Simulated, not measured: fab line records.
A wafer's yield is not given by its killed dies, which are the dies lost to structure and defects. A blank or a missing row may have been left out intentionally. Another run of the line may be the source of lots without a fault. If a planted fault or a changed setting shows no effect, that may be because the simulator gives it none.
Split-lot trial / flow berkeley-cmos170 / 5 lots, 22 wafers read, on a route of 331 steps

== ON THE SPLIT ==
At UCB170_NWELL_PEB_10, the setting peb-temp-c was moved away from the recipe's 130 C on 7 of the 22 wafers read, by +1.2% to +3.0%. The other wafers ran this setting at the recipe's value.

The file shows no step between the split and the reading.

== THE READING ==
NWELL.cd-nm (the simulator's own value, which no gauge read), in nm, at UCB170_NWELL_ETCH_13 (etches Si3N4 in CH3F/Ar/O2, stops on SiO2, target depth 246.4 nm, time 154 s). The file does not state a usual value for it. Average 3000 nm, standard deviation 1.1 nm, over the 15 wafers here run with the recipe.

wafer=L080.1; tool, chamber at the split=litho-track-03, 0; peb-temp-c as run, C=133.9; against the recipe=+3.0%; NWELL.cd-nm, nm=3020; against lot-mates on the recipe=+21
wafer=L080.2; tool, chamber at the split=litho-track-03, 0; peb-temp-c as run, C=130; against the recipe=recipe; NWELL.cd-nm, nm=2999; against lot-mates on the recipe=-
wafer=L080.4; tool, chamber at the split=litho-track-03, 0; peb-temp-c as run, C=130; against the recipe=recipe; NWELL.cd-nm, nm=2999; against lot-mates on the recipe=-
wafer=L080.5; tool, chamber at the split=litho-track-03, 0; peb-temp-c as run, C=130; against the recipe=recipe; NWELL.cd-nm, nm=2998; against lot-mates on the recipe=-
wafer=L080.6; tool, chamber at the split=litho-track-03, 0; peb-temp-c as run, C=133.9; against the recipe=+3.0%; NWELL.cd-nm, nm=3021; against lot-mates on the recipe=+22
wafer=L081.1; tool, chamber at the split=litho-track-03, 0; peb-temp-c as run, C=132.4; against the recipe=+1.8%; NWELL.cd-nm, nm=3011; against lot-mates on the recipe=+13
wafer=L081.2; tool, chamber at the split=litho-track-03, 0; peb-temp-c as run, C=130; against the recipe=recipe; NWELL.cd-nm, nm=2999; against lot-mates on the recipe=-
wafer=L081.3; tool, chamber at the split=litho-track-03, 0; peb-temp-c as run, C=130; against the recipe=recipe; NWELL.cd-nm, nm=2998; against lot-mates on the recipe=-
wafer=L081.4; tool, chamber at the split=litho-track-03, 0; peb-temp-c as run, C=130; against the recipe=recipe; NWELL.cd-nm, nm=2998; against lot-mates on the recipe=-
wafer=L081.6; tool, chamber at the split=litho-track-03, 0; peb-temp-c as run, C=132.4; against the recipe=+1.8%; NWELL.cd-nm, nm=3012; against lot-mates on the recipe=+14
wafer=L082.2; tool, chamber at the split=litho-track-02, 0; peb-temp-c as run, C=130; against the recipe=recipe; NWELL.cd-nm, nm=3001; against lot-mates on the recipe=-
wafer=L082.3; tool, chamber at the split=litho-track-02, 0; peb-temp-c as run, C=130; against the recipe=recipe; NWELL.cd-nm, nm=2999; against lot-mates on the recipe=-
wafer=L082.6; tool, chamber at the split=litho-track-02, 0; peb-temp-c as run, C=130; against the recipe=recipe; NWELL.cd-nm, nm=3000; against lot-mates on the recipe=-
wafer=L084.1; tool, chamber at the split=litho-track-03, 0; peb-temp-c as run, C=130; against the recipe=recipe; NWELL.cd-nm, nm=3000; against lot-mates on the recipe=-
wafer=L084.2; tool, chamber at the split=litho-track-03, 0; peb-temp-c as run, C=130; against the recipe=recipe; NWELL.cd-nm, nm=3001; against lot-mates on the recipe=-
wafer=L084.4; tool, chamber at the split=litho-track-03, 0; peb-temp-c as run, C=130; against the recipe=recipe; NWELL.cd-nm, nm=3000; against lot-mates on the recipe=-
wafer=L084.5; tool, chamber at the split=litho-track-03, 0; peb-temp-c as run, C=132.5; against the recipe=+1.9%; NWELL.cd-nm, nm=3016; against lot-mates on the recipe=+16
wafer=L085.1; tool, chamber at the split=litho-track-01, 0; peb-temp-c as run, C=130; against the recipe=recipe; NWELL.cd-nm, nm=3001; against lot-mates on the recipe=-
wafer=L085.2; tool, chamber at the split=litho-track-01, 0; peb-temp-c as run, C=130; against the recipe=recipe; NWELL.cd-nm, nm=3001; against lot-mates on the recipe=-
wafer=L085.3; tool, chamber at the split=litho-track-01, 0; peb-temp-c as run, C=131.6; against the recipe=+1.2%; NWELL.cd-nm, nm=3010; against lot-mates on the recipe=+9
wafer=L085.4; tool, chamber at the split=litho-track-01, 0; peb-temp-c as run, C=131.6; against the recipe=+1.2%; NWELL.cd-nm, nm=3010; against lot-mates on the recipe=+9
wafer=L085.6; tool, chamber at the split=litho-track-01, 0; peb-temp-c as run, C=130; against the recipe=recipe; NWELL.cd-nm, nm=3000; against lot-mates on the recipe=-

THE FIT
A straight line over all 22 wafers: NWELL.cd-nm changes by +7.13 nm for each +1% of peb-temp-c; r = +0.99; the points scatter about the line by 1.3 nm.
The same after taking each lot's own level away (the mean of its wafers on the recipe; 22 wafers): +7.36 nm for each +1%; r = +1.00; scatter 0.65 nm.
According to that fit, moving peb-temp-c by its largest amount changes the reading by 22 nm.
Measured against the standard deviation above, the lots' own levels, which go from 2998.3 to 3000.7 nm, span 2.2 times it.
So the lot-to-lot level changes the slope little: the two slopes agree.
Check: with one of the wafers moved furthest among these (+3.0%) left out of the fit, the line predicts +22.4 nm for it against its lot-mates. It came out at +21.3 nm against them.

== FURTHER SPLITS ON THESE WAFERS ==
Before the reading, these wafers also passed through other splits. Each is held against what the fit with the lots' levels taken away leaves over:
other split on the same wafers=UCB170_START_OXIDATION_02 temp-c; wafers away from the commonest value=17; r with NWELL.cd-nm (lot level and that fit taken away)=+0.13

== THE FILE'S OWN FIT ==
NWELL.cd-nm changes by +7.45 nm for each +1% of peb-temp-c, r = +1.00.
